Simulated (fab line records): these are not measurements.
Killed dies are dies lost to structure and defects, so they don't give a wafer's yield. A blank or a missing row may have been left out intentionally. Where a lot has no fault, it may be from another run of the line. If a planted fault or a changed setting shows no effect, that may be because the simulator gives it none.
fab line records	flow ritCmos
[record] lots = 14	wafers = 42	lastDay = 7
route steps=202 shown NRETRO@62 NSD@140 SILICIDE@167 CONTACT@168
lots untouched by any fault: they come from a run of this same line in which no faults occurred
startH: hours from the record's first day to the start of the lot's first wafer shown	waitH: hours from the lot's prior step to this one	" unchanged from the row above	L1.1+2: several wafers, shown together as one row	- no value present, or no start provided	* or withheld: withheld	< > ~ a bound
route shown NAME@n: NAME is a module with steps in the file, n the number in the route of the first one	usual: the fault-free wafers' mean and standard deviation	same: alike in all rows	chamber/n: place in a boat	sites: per-site readings	_std_site: their standard deviation	_edge_site: mean of outer sites minus mean of inner sites	radiusMm: for every site, how far away it sits from the centre of the wafer	mask NAME#n: copy n	behind: the last tool/chamber to shape the wafer	hold: why the lot went on hold/how many hours it stayed there/how the hold came to an end	device: names the non-switching transistor (n, p or np)	end of line: tests of these same wafers at the route's end	a step without rows: its recipe alone	killed: the dies lost at the first sort to structure and to defects; this is not the yield of the wafer	map: dies across one wafer; x = killed, . = not, _ = none there
set.NAME: setting as actually run; set.NAME@STEP: the setting as run at that earlier step	model.NAME: the simulator's own value behind a step, which no gauge read
route steps across a sampled set of lots; one table per step, one row per wafer
services: from which hour (startH, from the record's first day; less than 0 if before it) a tool's chamber was out of use, for how many hours, and why
[[steps]]
[step RIT_NRETRO_STRIP_09]
[recipe] chemistry = O2	timeS = 180	resist = NOVOLAK	platenTempC = withheld	powerW = 500	pressureMtorr = 4000	o2FlowSccm = 4000
[usual] drypumpMotorCurrentA = 5.42/0.28
lot.wafer	tool	chamber	startH	waitH	drypumpMotorCurrentA	rfHoursCounterH
L544.3	plasmaAsher-04	1	34.33	0.1	5.27	-
L544.5	"	1	"	"	5.30	-
L544.6	"	0	"	"	5.38	-
L545.1	plasmaAsher-03	1	40.15	0.1	5.37	39
L545.4	"	0	"	"	5.96	-
L545.5	"	1	"	"	5.38	-
L546.1	plasmaAsher-02	0	45.07	0.1	4.99	43
L546.3	"	1	"	"	5.64	-
L546.6	"	1	"	"	5.61	-
L547.2	plasmaAsher-02	1	50.07	0.1	5.66	43
L547.5	"	0	"	"	5.02	-
L547.6	"	1	"	"	5.69	-
L548.3	plasmaAsher-02	1	55.15	0.1	5.65	-
L548.4	"	0	"	"	4.99	-
L548.6	"	0	"	"	4.99	-
L551.2	plasmaAsher-03	0	69.90	0.1	5.97	42
L551.3	"	0	"	"	6.00	-
L551.4	"	1	"	"	5.38	-
L552.1	plasmaAsher-02	1	75.63	0.1	5.67	45
L552.2	"	0	"	"	4.99	45
L552.5	"	0	"	"	4.97	-
L553.3	plasmaAsher-03	1	80.07	0.1	5.38	-
L553.4	"	0	"	"	5.94	-
L553.6	"	1	"	"	5.36	-
L554.1	plasmaAsher-04	1	84.89	0.1	5.27	29
L554.2	"	0	"	"	5.36	29
L554.5	"	1	"	"	5.27	-
L559.2	plasmaAsher-04	1	109.52	0.1	5.29	32
L559.4	"	1	"	"	5.31	-
L559.6	"	0	"	"	5.36	-
L562.1	plasmaAsher-02	1	127.25	0.1	5.67	51
L562.2	"	0	"	"	4.99	51
L562.6	"	0	"	"	4.99	-
L563.3	plasmaAsher-04	0	132.55	0.1	5.39	-
L563.4	"	1	"	"	5.30	-
L563.6	"	1	"	"	5.31	-
L564.2	plasmaAsher-04	1	137.35	0.1	5.30	35
L564.5	"	0	"	"	5.43	-
L564.6	"	1	"	"	5.30	-
L566.2	plasmaAsher-03	0	146.79	0.1	5.97	50
L566.3	"	1	"	"	5.40	-
L566.4	"	0	"	"	5.97	-
[step RIT_NSD_STRIP_09]
[recipe] chemistry = O2	timeS = 180	resist = NOVOLAK	platenTempC = withheld	powerW = 500	pressureMtorr = 4000	o2FlowSccm = 4000
[usual] drypumpMotorCurrentA = 5.32/0.25
lot.wafer	tool	chamber	startH	waitH	drypumpMotorCurrentA	rfHoursCounterH
L544.3	plasmaAsher-01	1	51.69	0.1	5.27	-
L544.5	"	1	"	"	5.28	-
L544.6	"	0	"	"	5.36	-
L545.1	plasmaAsher-02	0	58.09	0.1	4.98	44
L545.4	"	1	"	"	5.63	-
L545.5	"	1	"	"	5.63	-
L546.1	plasmaAsher-02	1	63.01	0.1	5.66	44
L546.3	"	1	"	"	5.65	-
L546.6	"	1	"	"	5.69	-
L547.2	plasmaAsher-04	0	68.76	0.1	5.43	28
L547.5	"	1	"	"	5.27	-
L547.6	"	0	"	"	5.42	-
L548.3	plasmaAsher-02	0	73.59	0.1	4.97	-
L548.4	"	1	"	"	5.62	-
L548.6	"	1	"	"	5.62	-
L551.2	plasmaAsher-02	1	88.12	0.1	5.64	47
L551.3	"	1	"	"	5.62	-
L551.4	"	0	"	"	4.98	-
L552.1	plasmaAsher-02	0	92.82	0.1	5.00	48
L552.2	"	1	"	"	5.62	48
L552.5	"	1	"	"	5.64	-
L553.3	plasmaAsher-04	1	97.26	0.1	5.27	-
L553.4	"	0	"	"	5.42	-
L553.6	"	1	"	"	5.29	-
L554.1	plasmaAsher-01	1	102.13	0.1	5.27	47
L554.2	"	0	"	"	5.36	47
L554.5	"	1	"	"	5.26	-
L559.2	plasmaAsher-01	1	127.58	0.1	5.24	1
L559.4	"	1	"	"	5.26	-
L559.6	"	0	"	"	5.38	-
L562.1	plasmaAsher-02	1	148.10	0.1	5.61	53
L562.2	"	0	"	"	4.98	53
L562.6	"	0	"	"	5.01	-
L563.3	plasmaAsher-02	1	153.38	0.1	5.65	-
L563.4	"	0	"	"	5.00	-
L563.6	"	1	"	"	5.70	-
L564.2	plasmaAsher-02	0	155.91	0.1	5.00	54
L564.5	"	0	"	"	4.99	-
L564.6	"	1	"	"	5.62	-
L566.2	plasmaAsher-02	0	164.98	0.1	4.99	55
L566.3	"	1	"	"	5.68	-
L566.4	"	0	"	"	4.99	-
[step RIT_SILICIDE_RTA_06]
[recipe] tempC = 750	timeS = 10	idleTempC = 25	rampUpS = 5	rampDownS = 10	coolToC = 25	ambient = N2
[usual] wafer_temp_C_max = 754.5/1.1
lot.wafer	tool	chamber	startH	waitH	wafer_temp_C_max
L544.3	rtpAnneal-02	0	54.80	0.0	753.6
L544.5	"	0	"	"	753.8
L544.6	"	0	"	"	755.2
L545.1	rtpAnneal-01	0	61.24	0.0	754.9
L545.4	"	0	"	"	756.5
L545.5	"	0	"	"	755.9
L546.1	rtpAnneal-02	0	66.14	0.0	753.9
L546.3	"	0	"	"	753.8
L546.6	"	0	"	"	752.9
L547.2	rtpAnneal-01	0	71.92	0.0	753.6
L547.5	"	0	"	"	753.6
L547.6	"	0	"	"	754.0
L548.3	rtpAnneal-02	0	76.56	0.0	753.8
L548.4	"	0	"	"	752.9
L548.6	"	0	"	"	753.3
L551.2	rtpAnneal-01	0	91.27	0.0	754.6
L551.3	"	0	"	"	756.2
L551.4	"	0	"	"	755.8
L552.1	rtpAnneal-02	0	95.86	0.0	754.2
L552.2	"	0	"	"	754.8
L552.5	"	0	"	"	753.9
L553.3	rtpAnneal-01	0	100.42	0.0	755.6
L553.4	"	0	"	"	755.6
L553.6	"	0	"	"	754.4
L554.1	rtpAnneal-02	0	105.19	0.0	754.4
L554.2	"	0	"	"	753.2
L554.5	"	0	"	"	753.3
L559.2	rtpAnneal-01	0	130.60	0.0	754.5
L559.4	"	0	"	"	753.8
L559.6	"	0	"	"	754.4
L562.1	rtpAnneal-02	0	151.26	0.0	754.7
L562.2	"	0	"	"	753.6
L562.6	"	0	"	"	754.1
L563.3	rtpAnneal-01	0	156.57	0.0	755.0
L563.4	"	0	"	"	754.6
L563.6	"	0	"	"	756.6
L564.2	rtpAnneal-01	0	158.94	0.0	754.1
L564.5	"	0	"	"	753.6
L564.6	"	0	"	"	756.7
L566.2	rtpAnneal-01	0	168.02	0.0	754.0
L566.3	"	0	"	"	756.0
L566.4	"	0	"	"	753.8
[step RIT_CONTACT_CVD_00]
[recipe] material = SiO2	targetThkNm = 400	precursor = TEOS	tempC = 390	timeS = 61	rfW = 400
[usual] heaterPowerW = 328/45	runLengthS = 89.1/0.62
lot.wafer	tool	chamber	startH	waitH	heaterPowerW	runLengthS
L544.3	pecvd-04	2	54.85	0.0	354	88.1
L544.5	"	0	"	"	362	89.4
L544.6	"	2	"	"	365	88.4
L545.1	pecvd-03	1	61.31	0.1	289	89.1
L545.4	"	2	"	"	380	88.6
L545.5	"	1	"	"	300	89.1
L546.1	pecvd-02	2	66.21	0.1	301	89.1
L546.3	"	1	"	"	339	89.7
L546.6	"	0	"	"	329	89.7
L547.2	pecvd-04	0	71.97	0.0	345	89.8
L547.5	"	0	"	"	362	89.5
L547.6	"	2	"	"	359	88.3
L548.3	pecvd-03	1	76.61	0.0	353	89.3
L548.4	"	0	"	"	278	88.4
L548.6	"	1	"	"	260	88.8
L551.2	pecvd-03	0	91.32	0.0	338	88.4
L551.3	"	2	"	"	396	88.6
L551.4	"	2	"	"	294	88.7
L552.1	pecvd-02	1	95.93	0.1	307	89.6
L552.2	"	2	"	"	318	89.8
L552.5	"	2	"	"	320	89.6
L553.3	pecvd-04	2	100.46	0.0	395	88.8
L553.4	"	0	"	"	351	89.2
L553.6	"	2	"	"	292	88.5
L554.1	pecvd-03	0	105.26	0.1	291	88.2
L554.2	"	1	"	"	341	88.7
L554.5	"	0	"	"	306	88.2
L559.2	pecvd-04	0	130.66	0.0	353	99.7
L559.4	"	2	"	"	400	99.0
L559.6	"	0	"	"	361	100.0
L562.1	pecvd-04	2	151.32	0.1	342	98.8
L562.2	"	1	"	"	277	98.9
L562.6	"	0	"	"	358	99.6
L563.3	pecvd-03	0	156.62	0.0	310	88.9
L563.4	"	0	"	"	319	88.1
L563.6	"	2	"	"	348	88.9
L564.2	pecvd-02	2	158.99	0.0	293	89.9
L564.5	"	1	"	"	310	90.2
L564.6	"	2	"	"	304	89.7
L566.2	pecvd-03	0	168.08	0.0	285	88.4
L566.3	"	2	"	"	397	88.8
L566.4	"	1	"	"	320	88.8
[step RIT_CONTACT_THK_MEAS_01]
[recipe] reads = SiO2_of_CONTACT_CVD_00
[usual] CONTACT_TEOS_THK = 400/4.6
lot.wafer	tool	chamber	startH	waitH	CONTACT_TEOS_THK[nm]
L544.3	filmMetro-03	-	54.92	0.0	402
L544.5	"	-	"	"	409
L544.6	"	-	"	"	404
L545.1	filmMetro-04	-	61.36	0.0	392
L545.4	"	-	"	"	401
L545.5	"	-	"	"	407
L546.1	filmMetro-04	-	66.26	0.0	404
L546.3	"	-	"	"	404
L546.6	"	-	"	"	407
L547.2	filmMetro-04	-	72.03	0.0	390
L547.5	"	-	"	"	398
L547.6	"	-	"	"	393
L548.3	filmMetro-04	-	76.68	0.0	398
L548.4	"	-	"	"	396
L548.6	"	-	"	"	403
L551.2	filmMetro-02	-	91.39	0.0	388
L551.3	"	-	"	"	393
L551.4	"	-	"	"	400
L552.1	filmMetro-02	-	95.98	0.0	398
L552.2	"	-	"	"	400
L552.5	"	-	"	"	403
L553.3	filmMetro-03	-	100.53	0.0	402
L553.4	"	-	"	"	406
L553.6	"	-	"	"	402
L554.1	filmMetro-02	-	105.31	0.0	394
L554.2	"	-	"	"	397
L554.5	"	-	"	"	404
L559.2	filmMetro-02	-	130.72	0.0	466
L559.4	"	-	"	"	469
L559.6	"	-	"	"	473
L562.1	filmMetro-04	-	151.37	0.0	466
L562.2	"	-	"	"	465
L562.6	"	-	"	"	473
L563.3	filmMetro-02	-	156.69	0.0	396
L563.4	"	-	"	"	401
L563.6	"	-	"	"	401
L564.2	filmMetro-02	-	159.05	0.0	399
L564.5	"	-	"	"	404
L564.6	"	-	"	"	408
L566.2	filmMetro-04	-	168.14	0.0	400
L566.3	"	-	"	"	399
L566.4	"	-	"	"	406
[[services]]
tool	chamber	startH	hours	kind
plasmaAsher-04	-	30.46	1.8	repair
pecvd-04	-	32.09	6.0	pm
pecvd-04	-	40.29	0.8	repair
pecvd-02	0	51.20	5.7	repair
pecvd-02	-	59.03	0.6	repair
plasmaAsher-04	-	59.66	0.8	repair
plasmaAsher-01	-	77.77	2.8	pm
plasmaAsher-02	-	105.46	2.7	repair
plasmaAsher-01	-	108.75	9.0	pm
plasmaAsher-01	0	108.75	9.0	ventCycle
plasmaAsher-01	1	108.75	9.0	ventCycle
plasmaAsher-01	0	117.75	-	clean
plasmaAsher-01	1	117.75	-	clean
pecvd-04	0	138.70	4.1	repair
plasmaAsher-03	-	142.47	3.9	repair
plasmaAsher-02	-	143.78	2.8	repair
rtpAnneal-02	-	158.43	1.0	pm
[[key]]
[firstSign] step = RIT_CONTACT_CVD_00	reading = runLengthS	direction = up	sigmas = 17	usual = *	struck = *
[effect] step = RIT_CONTACT_THK_MEAS_01	reading = CONTACT_TEOS_THK	direction = up	sigmas = 15	usual = 400	struck = 469
metAt RIT_CONTACT_CVD_00
struckLots L559,L562
sortLeftOut L559.2,L559.4,L559.6,L562.1,L562.2,L562.6
testerLeftOut L559,L562
notActingAt RIT_NRETRO_STRIP_09,RIT_NSD_STRIP_09,RIT_SILICIDE_RTA_06
onsetBetween 100.46 130.66
[fault] kind = processParameterDrift	tool = pecvd-04	chamber = -	onsetH = 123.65	steps = RIT_CONTACT_CVD_00	channel = timeS	offset = *	shape = step	endH = 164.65	stated = *
// testerLeftOut: of these lots the tester's yield and bins aren't shown, on N5 and GAA mostly nor the transistor test; their killed dies are dies lost to structure and defects alone, not to doping, threshold or leakage, so they don't give the yield
// sortLeftOut: the simulated sort isn't trusted on such a fault, so these wafers' sort isn't shown, and their yield isn't known
